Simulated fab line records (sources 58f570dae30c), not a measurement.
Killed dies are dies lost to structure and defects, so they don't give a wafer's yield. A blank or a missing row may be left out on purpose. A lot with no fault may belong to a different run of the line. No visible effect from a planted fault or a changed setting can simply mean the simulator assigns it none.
fab line records | flow berkeleyCmos170
record lots=14 wafers=42 lastDay=13
route steps=331 shown M2@286 V2@296
lots that met no fault: taken from a fault-free run of the same line
startH: hours from the record's first day to the start of the lot's first wafer shown | waitH: hours elapsed since this lot's preceding step | " same as the row above | L1.1+2: a row that stands for several wafers | - either no value or no given start | * or withheld: withheld | < > ~ a bound
route shown NAME@n: NAME is a module with steps in the file, n the number in the route of the first one | usual: mean/standard deviation taken from wafers without a fault | same: alike in all rows | chamber/n: place in a boat | sites: the reading at each site | _std_site: how widely they spread, as a standard deviation | _edge_site: the outer-site mean with the inner-site mean subtracted | radiusMm: how far each site lies from the wafer's centre | mask NAME#n: copy n | behind: the last tool/chamber to shape the wafer | hold: reason for holding the lot/hours on hold/outcome of the hold | device: the n, p or np transistor that did not switch | end of line: the tests these same wafers got at the end of their route | a step with no rows: only its recipe | killed: not the wafer's yield, but the dies lost to structure and defects at the first sort | map: the dies of a wafer, with x for killed, . for not killed, _ for no die there
set.NAME: the setting as run; set.NAME@STEP: as run at that earlier step | model.NAME: the simulator's own value behind a step, which no gauge read
route steps across a sampled set of lots; one table per step, one row per wafer
## steps
# step UCB170_M2_CD_MEAS_15
# recipe targetCdNm=700
# usual cdNm=700.1/1.3
# columns lot.wafer tool chamber startH waitH cdNm
L769.1 cdSem-01 - 186.71 - 701.7
L769.3 " - " " 701.1
L769.5 " - " " 702.3
L770.2 cdSem-01 - 188.41 - 700.9
L770.3 " - " " 700.2
L770.5 " - " " 701.1
L771.1 cdSem-01 - 188.66 - 702.2
L771.2 " - " " 700.3
L771.5 " - " " 700.6
L773.1 cdSem-01 - 203.13 - 699.0
L773.4 " - " " 699.6
L773.5 " - " " 698.8
L774.1 cdSem-02 - 212.63 - 700.2
L774.3 " - " " 699.9
L774.4 " - " " 699.7
L776.2 cdSem-02 - 223.33 - 697.9
L776.4 " - " " 699.2
L776.5 " - " " 700.1
L777.1 cdSem-01 - 236.24 - 699.0
L777.2 " - " " 699.0
L777.4 " - " " 698.6
L780.1 cdSem-02 - 245.51 - 701.9
L780.2 " - " " 701.1
L780.6 " - " " 701.8
L785.2 cdSem-01 - 272.59 - 700.2
L785.3 " - " " 698.5
L785.5 " - " " 698.7
L787.1 cdSem-01 - 275.62 - 700.2
L787.3 " - " " 701.1
L787.4 " - " " 699.1
L786.1 cdSem-01 - 276.01 - 702.8
L786.2 " - " " 702.0
L786.4 " - " " 702.1
L788.2 cdSem-02 - 301.39 - 699.4
L788.3 " - " " 699.5
L788.4 " - " " 699.4
L789.2 cdSem-02 - 304.60 - 700.2
L789.4 " - " " 698.6
L789.6 " - " " 698.9
L790.3 cdSem-01 - 304.89 - 699.4
L790.4 " - " " 699.4
L790.5 " - " " 700.0
# step UCB170_M2_OVL_MEAS_16
# usual M2_OVL=-4/5.2
# columns lot.wafer tool chamber startH waitH M2_OVL[nm]
L769.1 overlay-02 - 186.83 0.1 9
L769.3 " - " " 13
L769.5 " - " " 2
L770.2 overlay-01 - 188.51 0.1 -7
L770.3 " - " " -7
L770.5 " - " " -8
L771.1 overlay-01 - 188.78 0.1 -4
L771.2 " - " " -4
L771.5 " - " " -4
L773.1 overlay-01 - 203.25 0.1 6
L773.4 " - " " 6
L773.5 " - " " 0
L774.1 overlay-01 - 212.75 0.1 -16
L774.3 " - " " -15
L774.4 " - " " -13
L776.2 overlay-02 - 223.43 0.1 -5
L776.4 " - " " -1
L776.5 " - " " -6
L777.1 overlay-02 - 236.36 0.1 -1
L777.2 " - " " -15
L777.4 " - " " -4
L780.1 overlay-02 - 245.63 0.1 5
L780.2 " - " " -11
L780.6 " - " " -6
L785.2 overlay-01 - 272.69 0.1 0
L785.3 " - " " -4
L785.5 " - " " -9
L787.1 overlay-02 - 275.74 0.1 -9
L787.3 " - " " -7
L787.4 " - " " -2
L786.1 overlay-01 - 276.13 0.1 -10
L786.2 " - " " -2
L786.4 " - " " -5
L788.2 overlay-01 - 301.50 0.1 0
L788.3 " - " " -8
L788.4 " - " " -9
L789.2 overlay-01 - 304.71 0.1 -5
L789.4 " - " " -3
L789.6 " - " " -11
L790.3 overlay-02 - 304.98 0.1 3
L790.4 " - " " -2
L790.5 " - " " -2
# step UCB170_V2_THK_MEAS_04
# recipe reads=SiO2_of_V2_CVD_00
# usual V2_POLISHED_THK=1000.4/1.2
# columns lot.wafer tool chamber startH waitH V2_POLISHED_THK[nm]
L769.1 filmMetro-01 - 187.95 0.1 1000.7
L769.3 " - " " 999.3
L769.5 " - " " 1001.7
L770.2 filmMetro-02 - 189.64 0.1 1002.0
L770.3 " - " " 999.9
L770.5 " - " " 1001.8
L771.1 filmMetro-02 - 189.90 0.1 1002.4
L771.2 " - " " 1000.9
L771.5 " - " " 1000.6
L773.1 filmMetro-03 - 204.37 0.1 1000.7
L773.4 " - " " 1000.9
L773.5 " - " " 1001.0
L774.1 filmMetro-01 - 213.87 0.1 999.1
L774.3 " - " " 1000.0
L774.4 " - " " 999.1
L776.2 filmMetro-03 - 224.56 0.1 1002.4
L776.4 " - " " 1001.2
L776.5 " - " " 1000.7
L777.1 filmMetro-02 - 237.48 0.1 1000.8
L777.2 " - " " 999.2
L777.4 " - " " 1000.9
L780.1 filmMetro-02 - 246.75 0.1 1000.1
L780.2 " - " " 1001.3
L780.6 " - " " 999.3
L785.2 filmMetro-01 - 273.82 0.1 999.4
L785.3 " - " " 1000.3
L785.5 " - " " 1000.8
L787.1 filmMetro-02 - 276.89 0.1 1000.0
L787.3 " - " " 999.1
L787.4 " - " " 998.5
L786.1 filmMetro-03 - 277.49 0.1 998.5
L786.2 " - " " 1002.1
L786.4 " - " " 1000.8
L788.2 filmMetro-01 - 302.62 0.1 1000.0
L788.3 " - " " 1001.7
L788.4 " - " " 999.9
L789.2 filmMetro-02 - 305.83 0.1 999.3
L789.4 " - " " 1000.4
L789.6 " - " " 1000.6
L790.3 filmMetro-02 - 306.11 0.1 1002.3
L790.4 " - " " 1002.6
L790.5 " - " " 999.9
# step UCB170_V2_PEB_10
# recipe pebTempC=130 pebTimeS=withheld resist=KrF
# usual chillPlateTempC=22.96/0.1 exhaustPa=45.0/0.91
# columns lot.wafer tool chamber startH waitH chillPlateTempC exhaustPa
L769.1 lithoTrack-04 0 188.75 0.1 23.07 45.2
L769.3 " 0 " " 22.85 45.5
L769.5 " 0 " " 23.00 44.8
L770.2 lithoTrack-03 0 190.69 0.2 23.12 45.5
L770.3 " 0 " " 23.11 45.8
L770.5 " 0 " " 23.06 47.8
L771.1 lithoTrack-01 0 190.90 0.1 23.00 44.1
L771.2 " 0 " " 22.82 45.0
L771.5 " 0 " " 22.89 43.9
L773.1 lithoTrack-03 0 205.49 0.3 22.84 47.1
L773.4 " 0 " " 23.09 45.4
L773.5 " 0 " " 23.05 46.7
L774.1 lithoTrack-01 0 215.52 0.6 22.81 44.9
L774.3 " 0 " " 22.84 45.1
L774.4 " 0 " " 22.86 46.7
L776.2 lithoTrack-01 0 226.30 0.5 22.88 45.4
L776.4 " 0 " " 23.02 45.2
L776.5 " 0 " " 22.80 44.5
L777.1 lithoTrack-03 - 238.88 0.4 - -
L777.2 " - " " - -
L777.4 " - " " - -
L780.1 lithoTrack-03 - 247.88 0.3 - -
L780.2 " - " " - -
L780.6 " - " " - -
L785.2 lithoTrack-04 0 275.92 0.5 22.93 45.3
L785.3 " 0 " " 22.91 45.0
L785.5 " 0 " " 22.84 45.4
L787.1 lithoTrack-04 0 278.73 0.6 22.86 44.4
L787.3 " 0 " " 22.93 44.9
L787.4 " 0 " " 22.80 44.7
L786.1 lithoTrack-01 0 279.16 0.3 22.96 44.9
L786.2 " 0 " " 23.04 46.6
L786.4 " 0 " " 22.86 46.9
L788.2 lithoTrack-03 0 304.05 0.4 22.99 45.8
L788.3 " 0 " " 23.04 45.4
L788.4 " 0 " " 22.92 45.7
L789.2 lithoTrack-03 0 308.20 0.7 22.94 45.7
L789.4 " 0 " " 23.09 45.3
L789.6 " 0 " " 22.93 44.1
L790.3 lithoTrack-04 0 308.37 0.6 23.13 44.9
L790.4 " 0 " " 23.00 43.7
L790.5 " 0 " " 23.03 45.0
## key
firstSign step=UCB170_V2_PEB_10 reading=toolRecord direction=missing
effect none on later readings
metAt UCB170_V2_PEB_10
struckLots L777,L780
laterRowsLeftOut L777.1,L777.2,L777.4,L780.1,L780.2,L780.6
sortLeftOut L777.1,L777.2,L777.4,L780.1,L780.2,L780.6
notActingAt UCB170_M2_CD_MEAS_15,UCB170_M2_OVL_MEAS_16,UCB170_V2_THK_MEAS_04
onsetBetween 205.49 238.88
fault kind=skippedStepWhole tool=lithoTrack-03,lithoTrack-04 chamber=- onsetH=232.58 steps=UCB170_V2_PEB_10 scope=struckLotsOnly
# sortLeftOut: the simulated sort isn't trusted on such a fault, so these wafers' sort isn't shown, and their yield isn't known
# laterRowsLeftOut: the simulator's readings of these wafers behind a module that went badly wrong aren't trusted and aren't shown, but for the sort
